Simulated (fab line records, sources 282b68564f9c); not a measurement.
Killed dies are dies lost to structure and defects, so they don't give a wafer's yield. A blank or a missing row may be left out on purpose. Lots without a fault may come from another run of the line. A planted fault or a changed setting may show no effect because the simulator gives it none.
fab line records | flow rit_cmos | part 2 of 2: steps 31 to 31 of 31
record lots=5 wafers=23
route steps=202 shown ACTIVE@2 FOX2@25 NRETRO@54 GATE@84 REOX@101 NLDD@105 PLDD@122 SPACER@128 M1@202
start_h: hours from the record's first day to the start of the lot's first wafer shown | wait_h: hours since the lot's step before | " the same as in the row above | L1.1+2: a row that stands for several wafers | - no value, or no start given | * or withheld: withheld | < > ~ a bound
route shown NAME@n: a module of which the file shows steps, and the number in the route of the first | usual: mean/standard deviation of fault-free wafers | same: alike in all rows | chamber/n: place in a boat | sites: the reading at each site | _std_site: their standard deviation | _edge_site: outer sites' mean less inner sites' | radius_mm: how far each site lies from the wafer's centre | mask NAME#n: copy n | behind: the tool/chamber that last shaped the wafer | hold: why the lot was held/for how many hours/how that ended | device: the transistor (n, p or np) that didn't switch | end of line: the same wafers' tests at the end of the route | a step without rows: its recipe alone | killed: dies lost to structure and defects at the first sort, not the wafer's yield | map: a wafer's dies, x killed, . not, _ none there
set.NAME: the setting as run; set.NAME@STEP: as run at that earlier step | model.NAME: the simulator's own value behind a step, which no gauge read
lots whose settings were changed on purpose; a table a step, a row a wafer
## steps
# step RIT_M1_PROBE_99
# usual killed_at_front_end=7/3 killed_dies=7/3 killed_open=3.2/2 killed_short=3.6/2
# same gross_dies=264 killed_at_M0_to_M3=0 killed_at_M4_up=0 killed_at_back_side=0 killed_at_contacts=0 killed_at_other=0
# columns lot.wafer tool chamber start_h wait_h set.dose_mj@GATE_EXPOSE_13 set.energy_kev@PLDD_IMPLANT_08 killed_at_front_end killed_dies killed_open killed_short model.etest.nmos_0p15.drive_ua_um model.etest.nmos_0p15.r_on_ohm_um model.etest.nmos_turned.drive_ua_um model.etest.pldd.rs_ohm_sq model.etest.pmos_0p15.r_on_ohm_um model.etest.pmos_turned.r_on_ohm_um
L076.3 prober-01 - 67.69 0.2 380 20 8 8 5 3 469.3 1132 311.5 522.7 2778 3508
L076.4 prober-01 - 67.74 0.2 380 20 3 3 2 1 472 1121 316.3 507.5 2757 3478
L076.6 prober-01 - 67.84 0.2 380 20 9 9 5 4 462.8 1146 308.8 521.9 2811 3542
L080.2 prober-02 - 89.48 0.1 380 19.41 6 6 3 3 467.6 1122 310.1 523.5 2713 3373
L080.3 prober-02 - 89.53 0.2 368.6 20 16 16 2 5 400.7 1287 291.7 510.9 3208 3953
L080.4 prober-02 - 89.58 0.2 368.6 20 12 12 6 3 397 1255 294 499 3247 3906
L080.5 prober-02 - 89.63 0.2 380 20 3 3 1 2 444.4 1223 297.3 508.3 2808 3474
L080.6 prober-02 - 89.68 0.2 368.6 19.41 9 9 2 5 401.6 1302 277.9 547.1 3225 3998
L082.1 prober-02 - 101.97 0.1 380 20 2 2 1 1 492.1 1081 333.4 401.2 2548 3269
L082.2 prober-02 - 102.02 0.1 380 20 10 10 5 5 487.9 1087 336.1 400.2 2561 3243
L082.3 prober-02 - 102.07 0.2 380 20 12 12 5 7 497.6 1049 349.2 385.9 2437 3065
L082.4 prober-02 - 102.12 0.2 380 20 10 10 2 8 504.3 1044 346.3 395.5 2426 3043
L082.6 prober-02 - 102.22 0.2 380 20 4 4 2 2 495.6 1064 344.9 385 2426 3057
L083.1 prober-01 - 107.33 0.1 391.9 20 19 19 5 6 591.9 953.4 418 459 2209 2799
L083.2 prober-01 - 107.38 0.1 391.9 20 7 7 2 2 544.4 1029 390.2 458.1 2422 3019
L083.4 prober-01 - 107.48 0.2 391.9 20 8 8 6 2 562.2 991.2 403.9 456.5 2324 2885
L083.5 prober-01 - 107.53 0.2 380 20 3 3 2 1 469.6 1111 355.1 455.1 2768 3344
L083.6 prober-01 - 107.58 0.2 380 20 8 8 4 4 485.7 1098 361.3 462 2680 3258
L084.2 prober-02 - 110.57 0.1 380 20 7 7 1 6 470.3 1068 378.4 389.8 2568 3023
L084.3 prober-02 - 110.62 0.2 400.7 20 97 97 5 1 623.9 900.9 469.3 383.6 1942 2403
L084.4 prober-02 - 110.67 0.2 400.7 20 130 130 3 5 624.4 877.9 468.8 396.1 1943 2415
L084.5 prober-02 - 110.72 0.2 380 19.08 4 4 2 2 471.3 1082 367.8 425.8 2672 3194
L084.6 prober-02 - 110.77 0.2 400.7 19.08 145 145 1 4 638.7 889.9 478 440.8 2017 2512
# killed by level:class
L076.3 SILICIDE:geometric_particle:open=2 FOX1:geometric_particle:short=1 FOX1:geometric_particle:open=1 FOX2:geometric_particle:open=1 GATE:geometric_particle:open=1 GATE:geometric_particle:short=1 REOX:geometric_particle:short=1
L076.4 FOX1:geometric_particle:open=1 FOX1:geometric_particle:short=1 REOX:geometric_particle:open=1
L076.6 FOX2:geometric_particle:open=3 ACTIVE:geometric_particle:short=1 FOX1:geometric_particle:short=1 FOX2:geometric_particle:short=1 REOX:geometric_particle:open=1 REOX:geometric_particle:short=1 SPACER:geometric_particle:open=1
L080.2 REOX:geometric_particle:open=2 REOX:geometric_particle:short=2 GATE:geometric_particle:short=1 SPACER:geometric_particle:open=1
L080.3 GATE:area_expose=9 REOX:geometric_particle:short=2 SILICIDE:geometric_particle:short=2 GATE:geometric_particle:short=1 FOX2:geometric_particle:open=1 REOX:geometric_particle:open=1
L080.4 GATE:geometric_particle:open=3 SILICIDE:geometric_particle:open=3 GATE:area_expose=3 GATE:geometric_particle:short=1 REOX:geometric_particle:short=1 SILICIDE:geometric_particle:short=1
L080.5 GATE:geometric_particle:short=2 SPACER:geometric_particle:open=1
L080.6 REOX:geometric_particle:short=2 SILICIDE:geometric_particle:short=2 GATE:area_expose=2 FOX2:geometric_particle:short=1 GATE:geometric_particle:open=1 REOX:geometric_particle:open=1
L082.1 FOX1:geometric_particle:short=1 SILICIDE:geometric_particle:open=1
L082.2 GATE:geometric_particle:open=2 GATE:geometric_particle:short=2 SPACER:geometric_particle:open=2 FOX1:geometric_particle:short=1 REOX:geometric_particle:short=1 SILICIDE:geometric_particle:short=1 SILICIDE:geometric_particle:open=1
L082.3 FOX1:geometric_particle:short=3 REOX:geometric_particle:short=2 FOX1:geometric_particle:open=1 FOX2:geometric_particle:open=1 FOX2:geometric_particle:short=1 GATE:geometric_particle:open=1 GATE:geometric_particle:short=1 REOX:geometric_particle:open=1
L082.4 FOX2:geometric_particle:short=2 GATE:geometric_particle:short=2 ACTIVE:geometric_particle:short=1 FOX1:geometric_particle:short=1 FOX2:geometric_particle:open=1 REOX:geometric_particle:short=1 SPACER:geometric_particle:open=1 SILICIDE:geometric_particle:short=1
L082.6 GATE:geometric_particle:short=1 GATE:geometric_particle:open=1 SILICIDE:geometric_particle:open=1 SILICIDE:geometric_particle:short=1
L083.1 GATE:area_expose=8 GATE:geometric_particle:open=4 GATE:geometric_particle:short=2 FOX1:geometric_particle:short=1 REOX:geometric_particle:short=1 SPACER:geometric_particle:short=1 SILICIDE:geometric_particle:short=1 SILICIDE:geometric_particle:open=1
L083.2 GATE:area_expose=3 REOX:geometric_particle:short=2 GATE:geometric_particle:open=1 SPACER:geometric_particle:open=1
L083.4 GATE:geometric_particle:open=3 SILICIDE:geometric_particle:open=2 FOX2:geometric_particle:open=1 GATE:geometric_particle:short=1 SILICIDE:geometric_particle:short=1
L083.5 GATE:geometric_particle:open=1 SPACER:geometric_particle:short=1 SILICIDE:geometric_particle:open=1
L083.6 GATE:geometric_particle:short=4 FOX1:geometric_particle:open=1 FOX2:geometric_particle:open=1 GATE:geometric_particle:open=1 REOX:geometric_particle:open=1
L084.2 GATE:geometric_particle:short=4 SILICIDE:geometric_particle:short=2 FOX1:geometric_particle:open=1
L084.3 GATE:area_expose=91 FOX1:geometric_particle:open=2 GATE:geometric_particle:open=2 FOX2:geometric_particle:open=1 GATE:geometric_particle:short=1
L084.4 GATE:area_expose=122 FOX1:geometric_particle:short=2 GATE:geometric_particle:short=2 GATE:geometric_particle:open=1 REOX:geometric_particle:open=1 SILICIDE:geometric_particle:open=1 SILICIDE:geometric_particle:short=1
L084.5 GATE:geometric_particle:short=2 REOX:geometric_particle:open=1 SILICIDE:geometric_particle:open=1
L084.6 GATE:area_expose=140 GATE:geometric_particle:short=2 FOX1:geometric_particle:short=1 REOX:geometric_particle:open=1 SILICIDE:geometric_particle:short=1
## key
split step=RIT_ACTIVE_OXIDATION_01 setting=ox_time_s stated=3360 by=lot
response step=RIT_ACTIVE_OXIDATION_01 reading=model.SiO2_of_ACTIVE_OXIDATION_01.thk_nm change=+0.308 per=1% r=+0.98
response step=RIT_ACTIVE_THK_MEAS_02 reading=ACTIVE_OXIDE_THK change=+0.307 per=1% r=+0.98
response step=RIT_FOX2_WET_ETCH_03 reading=model.SiO2_of_ACTIVE_OXIDATION_01.thk_nm change=+0.269 per=1% r=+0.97
split step=RIT_ACTIVE_COAT_06 setting=resist_thk_nm stated=1000 by=wafer
response step=RIT_ACTIVE_COAT_06 reading=model.NOVOLAK_of_ACTIVE_COAT_06.thk_nm change=+9.65 per=1% r=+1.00
split step=RIT_ACTIVE_DEVELOP_10 setting=dev_temp_c stated=23 by=wafer
response none clear
split step=RIT_NRETRO_COAT_01 setting=resist_thk_nm stated=1300 by=wafer
response step=RIT_NRETRO_COAT_01 reading=model.NOVOLAK_of_NRETRO_COAT_01.thk_nm change=+13.4 per=1% r=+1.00
response step=RIT_NRETRO_HARDBAKE_07 reading=model.NOVOLAK_of_NRETRO_COAT_01.thk_nm change=+11.5 per=1% r=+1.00
split step=RIT_GATE_CVD_08 setting=pressure_mtorr stated=300 by=lot
response step=RIT_GATE_CVD_08 reading=model.poly-Si_of_GATE_CVD_08.thk_nm change=+1.15 per=1% r=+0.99
response step=RIT_GATE_THK_MEAS_09 reading=GATE_POLY_THK change=+1.15 per=1% r=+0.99
response step=RIT_GATE_ETCH_19 reading=model.GATE.feature_depth_nm change=+1.15 per=1% r=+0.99
split step=RIT_GATE_EXPOSE_13 setting=dose_mj stated=380 by=wafer
response step=RIT_GATE_CD_MEAS_16 reading=cd_nm change=-5.3 per=1% r=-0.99
response step=RIT_GATE_ETCH_19 reading=model.GATE.cd_nm change=-5.28 per=1% r=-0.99
response step=RIT_GATE_CD_MEAS_90 reading=cd_nm change=-5.24 per=1% r=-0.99
response step=RIT_M1_PROBE_99 reading=model.etest.pmos_turned.r_on_ohm_um change=-133 per=1% r=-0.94
response step=RIT_M1_PROBE_99 reading=model.etest.pmos_0p15.r_on_ohm_um change=-128 per=1% r=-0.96
response step=RIT_M1_PROBE_99 reading=model.etest.nmos_0p15.r_on_ohm_um change=-34.9 per=1% r=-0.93
response step=RIT_M1_PROBE_99 reading=model.etest.nmos_turned.drive_ua_um change=+15.1 per=1% r=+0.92
response step=RIT_M1_PROBE_99 reading=model.etest.nmos_0p15.drive_ua_um change=+27 per=1% r=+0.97
split step=RIT_REOX_OXIDATION_03 setting=ox_time_s stated=5580 by=lot
response step=RIT_REOX_OXIDATION_03 reading=model.SiO2_of_REOX_OXIDATION_03.thk_nm change=+0.253 per=1% r=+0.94
split step=RIT_NLDD_SOFTBAKE_02 setting=temp_c stated=90 by=wafer
response step=RIT_NLDD_DEVELOP_05 reading=model.NOVOLAK_of_NLDD_COAT_01.thk_nm change=-2.47 per=1% r=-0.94
split step=RIT_NLDD_IMPLANT_08 setting=dose_cm2 stated=5e+14 by=wafer
response none in this file
split step=RIT_PLDD_IMPLANT_08 setting=energy_kev stated=20 by=wafer
response step=RIT_PLDD_IMPLANT_08 reading=model.implant.rp_nm change=+0.134 per=1% r=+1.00
response step=RIT_PLDD_IMPLANT_08 reading=model.implant.drp_nm change=+0.069 per=1% r=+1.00
response step=RIT_M1_PROBE_99 reading=model.etest.pldd.rs_ohm_sq change=-9.58 per=1% r=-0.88
split step=RIT_SPACER_CVD_03 setting=sih2cl2_flow_sccm stated=60 by=lot
response step=RIT_SPACER_CVD_03 reading=model.Si3N4_of_SPACER_CVD_03.thk_nm change=+0.561 per=1% r=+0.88
